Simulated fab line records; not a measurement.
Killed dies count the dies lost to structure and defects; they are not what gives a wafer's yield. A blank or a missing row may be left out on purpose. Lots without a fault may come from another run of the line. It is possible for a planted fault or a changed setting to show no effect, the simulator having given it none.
Which tool did it? / flow ritCmos / 14 lots, 42 wafers sampled, at 4 steps of a route of 202

## WHAT THE GAUGES READ, wafer by wafer
RIT_SDANNEAL_RS_MEAS_06: measures by four-point-probe.
lot=L152; measured=day 3 06:16; on=filmMetro-01; PLDD_RS (ohm/sq)=178.9 178.8 178.7
lot=L153; measured=day 3 12:09; on=filmMetro-04; PLDD_RS (ohm/sq)=177.6 178.0 177.9
lot=L154; measured=day 3 17:31; on=filmMetro-01; PLDD_RS (ohm/sq)=177.9 177.8 178.1
lot=L155; measured=day 4 02:14; on=filmMetro-04; PLDD_RS (ohm/sq)=178.8 178.6 178.9
lot=L156; measured=day 4 03:20; on=filmMetro-04; PLDD_RS (ohm/sq)=178.9 179.3 178.3
lot=L159; measured=day 4 19:14; on=filmMetro-04; PLDD_RS (ohm/sq)=179.6 179.2 179.0
lot=L160; measured=day 4 23:23; on=filmMetro-01; PLDD_RS (ohm/sq)=178.7 178.3 178.6
lot=L161; measured=day 5 03:20; on=filmMetro-04; PLDD_RS (ohm/sq)=179.1 178.9 179.2
lot=L163; measured=day 5 12:34; on=filmMetro-04; PLDD_RS (ohm/sq)=179.1 178.8 178.8
lot=L164; measured=day 5 20:55; on=filmMetro-04; PLDD_RS (ohm/sq)=178.9 179.4 178.4
lot=L165; measured=day 5 23:20; on=filmMetro-01; PLDD_RS (ohm/sq)=179.2 179.1 179.1
lot=L168; measured=day 6 18:07; on=filmMetro-02; PLDD_RS (ohm/sq)=178.1 177.9 178.2
lot=L169; measured=day 6 23:59; on=filmMetro-04; PLDD_RS (ohm/sq)=178.6 178.8 178.7
lot=L173; measured=day 7 18:43; on=filmMetro-01; PLDD_RS (ohm/sq)=177.1 177.4 177.8

RIT_M1_THK_MEAS_02: measures by xrf.
lot=L152; measured=day 3 09:46; on=filmMetro-01; M1_AL_THK (nm)=398 397 400
lot=L153; measured=day 3 15:35; on=filmMetro-04; M1_AL_THK (nm)=393 389 393
lot=L154; measured=day 3 21:04; on=filmMetro-04; M1_AL_THK (nm)=399 400 403
lot=L155; measured=day 4 05:38; on=filmMetro-04; M1_AL_THK (nm)=402 401 401
lot=L156; measured=day 4 06:55; on=filmMetro-02; M1_AL_THK (nm)=395 400 405
lot=L159; measured=day 4 22:49; on=filmMetro-01; M1_AL_THK (nm)=402 396 401
lot=L160; measured=day 5 02:58; on=filmMetro-02; M1_AL_THK (nm)=400 402 407
lot=L161; measured=day 5 06:45; on=filmMetro-02; M1_AL_THK (nm)=395 397 401
lot=L163; measured=day 5 16:11; on=filmMetro-01; M1_AL_THK (nm)=399 397 395
lot=L164; measured=day 6 00:26; on=filmMetro-04; M1_AL_THK (nm)=397 395 395
lot=L165; measured=day 6 02:58; on=filmMetro-02; M1_AL_THK (nm)=402 406 399
lot=L168; measured=day 6 21:31; on=filmMetro-01; M1_AL_THK (nm)=396 392 395
lot=L169; measured=day 7 03:23; on=filmMetro-01; M1_AL_THK (nm)=397 390 391
lot=L173; measured=day 7 22:31; on=filmMetro-02; M1_AL_THK (nm)=400 397 399

RIT_M1_OVL_MEAS_10.
lot=L152; measured=day 3 10:49; on=overlay-02; M1_OVL (nm)=0.2 2.4 0.6
lot=L153; measured=day 3 16:43; on=overlay-02; M1_OVL (nm)=-1.2 -1.7 -1.7
lot=L154; measured=day 3 22:07; on=overlay-02; M1_OVL (nm)=1.3 2.4 -0.6
lot=L155; measured=day 4 06:51; on=overlay-02; M1_OVL (nm)=-1.0 -1.9 -1.4
lot=L156; measured=day 4 08:04; on=overlay-01; M1_OVL (nm)=-0.6 -1.7 0.5
lot=L159; measured=day 4 23:59; on=overlay-02; M1_OVL (nm)=-4.9 -2.5 -3.2
lot=L160; measured=day 5 04:16; on=overlay-01; M1_OVL (nm)=-0.1 0.6 -2.4
lot=L161; measured=day 5 07:48; on=overlay-02; M1_OVL (nm)=-0.3 -3.4 -3.0
lot=L163; measured=day 5 17:14; on=overlay-01; M1_OVL (nm)=-0.1 0.5 -2.9
lot=L164; measured=day 6 01:38; on=overlay-01; M1_OVL (nm)=1.3 -2.8 1.7
lot=L165; measured=day 6 04:01; on=overlay-01; M1_OVL (nm)=-0.5 -0.8 -1.5
lot=L168; measured=day 6 22:53; on=overlay-01; M1_OVL (nm)=-0.9 -1.5 1.3
lot=L169; measured=day 7 04:27; on=overlay-01; M1_OVL (nm)=-4.0 -2.7 -2.0
lot=L173; measured=day 7 23:43; on=overlay-01; M1_OVL (nm)=-1.3 -1.3 -6.5

## WHAT TOOL EACH LOT RAN ON (gives the tool, then ch and the chambers of the sampled wafers, and finally the start)
lot=L152; RIT_CONTACT_CVD_00=pecvd-02 ch 0,1, day 3 06:59
lot=L153; RIT_CONTACT_CVD_00=pecvd-04 ch 0,2, day 3 12:53
lot=L154; RIT_CONTACT_CVD_00=pecvd-01 ch 0,2, day 3 18:17
lot=L155; RIT_CONTACT_CVD_00=pecvd-02 ch 0,1,2, day 4 02:58
lot=L156; RIT_CONTACT_CVD_00=pecvd-04 ch 1,2, day 4 04:09
lot=L159; RIT_CONTACT_CVD_00=pecvd-04 ch 1,2, day 4 20:00
lot=L160; RIT_CONTACT_CVD_00=pecvd-01 ch 0,1,2, day 5 00:08
lot=L161; RIT_CONTACT_CVD_00=pecvd-02 ch 1,2, day 5 04:04
lot=L163; RIT_CONTACT_CVD_00=pecvd-01 ch 0,2, day 5 13:20
lot=L164; RIT_CONTACT_CVD_00=pecvd-02 ch 1,2, day 5 21:41
lot=L165; RIT_CONTACT_CVD_00=pecvd-04 ch 0,2, day 6 00:05
lot=L168; RIT_CONTACT_CVD_00=pecvd-04 ch 0,1,2, day 6 18:53
lot=L169; RIT_CONTACT_CVD_00=pecvd-01 ch 0,2, day 7 00:45
lot=L173; RIT_CONTACT_CVD_00=pecvd-02 ch 0,1,2, day 7 19:27
- RIT_CONTACT_CVD_00: deposits SiO2 from TEOS, target thk 400 nm, time 62.35 s.

## AS READ BY THE TOOLS THEMSELVES (means over the sampled wafers that have a number; for cases with no such wafer, the mark the record gives instead)
RIT_CONTACT_CVD_00.
lot=L152; tool=pecvd-02; heaterPowerW (W)=390
lot=L153; tool=pecvd-04; heaterPowerW (W)=312
lot=L154; tool=pecvd-01; heaterPowerW (W)=323
lot=L155; tool=pecvd-02; heaterPowerW (W)=293
lot=L156; tool=pecvd-04; heaterPowerW (W)=342
lot=L159; tool=pecvd-04; heaterPowerW (W)=326
lot=L160; tool=pecvd-01; heaterPowerW (W)=305
lot=L161; tool=pecvd-02; heaterPowerW (W)=325
lot=L163; tool=pecvd-01; heaterPowerW (W)=336
lot=L164; tool=pecvd-02; heaterPowerW (W)=388
lot=L165; tool=pecvd-04; heaterPowerW (W)=354
lot=L168; tool=pecvd-04; heaterPowerW (W)=294
lot=L169; tool=pecvd-01; heaterPowerW (W)=343
lot=L173; tool=pecvd-02; heaterPowerW (W)=318

## THE ANSWER, worked out from the rows above alone
Rule: what is usual is taken from the lots themselves. The widest of any qualifying gaps counts: lots, ordered by their means at a reading, are off when they make up no more than a third of the lots, leave a main group of 4 or more, and stand apart from it by 3 or more times the standard deviation of that group's means. A main group whose means are all the same, to the digits that the tables above print for the reading, isn't used. A lot without any number at a reading at which 4 lots or more have one is off too. All remaining lots with rows at the step are treated as sound. First the gauges in route order, then the tools' own readings, where a lot's mean is used as printed above. The first step at which some lot is off is used, and at that step the reading that is off furthest; a lot without a number counts as furthest.
No lot is off at any reading shown: from this, nothing can be told.

## WHAT THE SIMULATOR HAD PUT IN
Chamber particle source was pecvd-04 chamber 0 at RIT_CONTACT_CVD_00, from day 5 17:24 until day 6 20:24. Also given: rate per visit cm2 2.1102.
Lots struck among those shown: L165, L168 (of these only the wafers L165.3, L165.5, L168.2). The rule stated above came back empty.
